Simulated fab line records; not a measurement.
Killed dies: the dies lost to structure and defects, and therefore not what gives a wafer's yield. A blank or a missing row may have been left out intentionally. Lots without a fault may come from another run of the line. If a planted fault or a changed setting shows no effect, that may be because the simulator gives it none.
2 desks looking at one fault / flow berkeley cmos170 / every desk sees just its own numbers, and what lay behind them comes last

FROM THE METROLOGY DESK
Lot by lot, what the gauges showed, no matter which tool ran the lot: averages of those sampled wafers that carry a number. If a lot's mean is further than 4 standard deviations from the usual mean, the lot is out of limits and carries the mark OUT (the distance appears in the brackets).
Columns: A = PWELL_OXIDE_THK at UCB170_PWELL_THK_MEAS_03, usual 26.5 nm; B = SCREENOX_OXIDE_THK at UCB170_SCREENOX_THK_MEAS_02, usual 14.38 nm; C = PSD_OVL at UCB170_PSD_OVL_MEAS_07, usual 2 nm
lot=L949; first seen here=day 2 14:34; A=26.9; B=14.41; C=5
lot=L950; first seen here=day 2 23:28; A=26.4; B=14.52; C=5
lot=L951; first seen here=day 3 05:31; A=27.1; B=14.40; C=12
lot=L953; first seen here=day 3 15:41; A=25.9; B=14.01; C=-1
lot=L955; first seen here=day 3 22:08; A=26.6; B=14.36; C=5
lot=L954; first seen here=day 3 22:11; A=26.2; B=14.10; C=1
lot=L959; first seen here=day 4 16:23; A=26.5; B=14.40; C=3
lot=L964; first seen here=day 5 14:25; A=26.3; B=14.33; C=-5
lot=L962; first seen here=day 5 14:28; A=26.7; B=14.46; C=-6
lot=L965; first seen here=day 5 22:53; A=25.6; B=14.63; C=-3
lot=L968; first seen here=day 6 16:32; A=26.9; B=14.58; C=3
lot=L970; first seen here=day 7 00:24; A=26.5; B=14.01; C=4
lot=L971; first seen here=day 7 01:46; A=26.7; B=14.19; C=-6
lot=L972; first seen here=day 7 06:40; A=26.5; B=14.66; C=15
Result from this desk: across the 14 lots, nothing is out of limits.

THE TOOL OWNER'S DESK: rie diel-04
The tool's own readings at UCB170_V1_ETCH_14 (etches SiO2 in CHF3/CF4/Ar, stops on Al, target depth 1250 nm, time 291 s): means of the sampled wafers that have a number, for each lot that ran on this tool. If a lot's mean is further than 4 standard deviations from the usual mean, the lot is out of limits and carries the mark OUT (the distance appears in the brackets).
Columns: A = drypump motor current A at UCB170_V1_ETCH_14, usual 5.6 A; B = oes product au at UCB170_V1_ETCH_14, usual 0.869 a.u.; C = throttle valve pct at UCB170_V1_ETCH_14, usual 7.01 %
lot=L949; first seen here=day 6 20:13; A=5.2; B=0.875; C=6.94
lot=L950; first seen here=day 7 11:20; A=5.3; B=0.870; C=7.04
lot=L953; first seen here=day 8 01:23; A=5.3; B=0.784 (-5.7) OUT; C=7.04
lot=L959; first seen here=day 8 23:26; A=5.3; B=0.774 (-6.3) OUT; C=6.99
lot=L968; first seen here=day 11 12:19; A=5.5; B=0.871; C=7.09
This desk's finding: out of limits on L953, L959; first on L953, day 8 01:23 (oes product au at UCB170_V1_ETCH_14). L949, L950, L968 stayed within limits.

BROUGHT TOGETHER
An alarm could have come from the tool owner's desk at day 8 01:23, on L953, L959.
Nothing out of limits was seen by the metrology desk.
The metrology desk holds a record of L953, L959, inside its limits.
All the named lots went through UCB170_V1_ETCH_14 on rie diel-04.

WHAT THE SIMULATOR HAD PUT IN
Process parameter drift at UCB170_V1_ETCH_14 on rie diel-04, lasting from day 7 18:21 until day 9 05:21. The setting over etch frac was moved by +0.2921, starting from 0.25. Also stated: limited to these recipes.
Struck lots among those shown: L953, L959.
How many hours passed from the start of the fault until each desk's first out-of-limits reading: the tool owner's desk, 7.
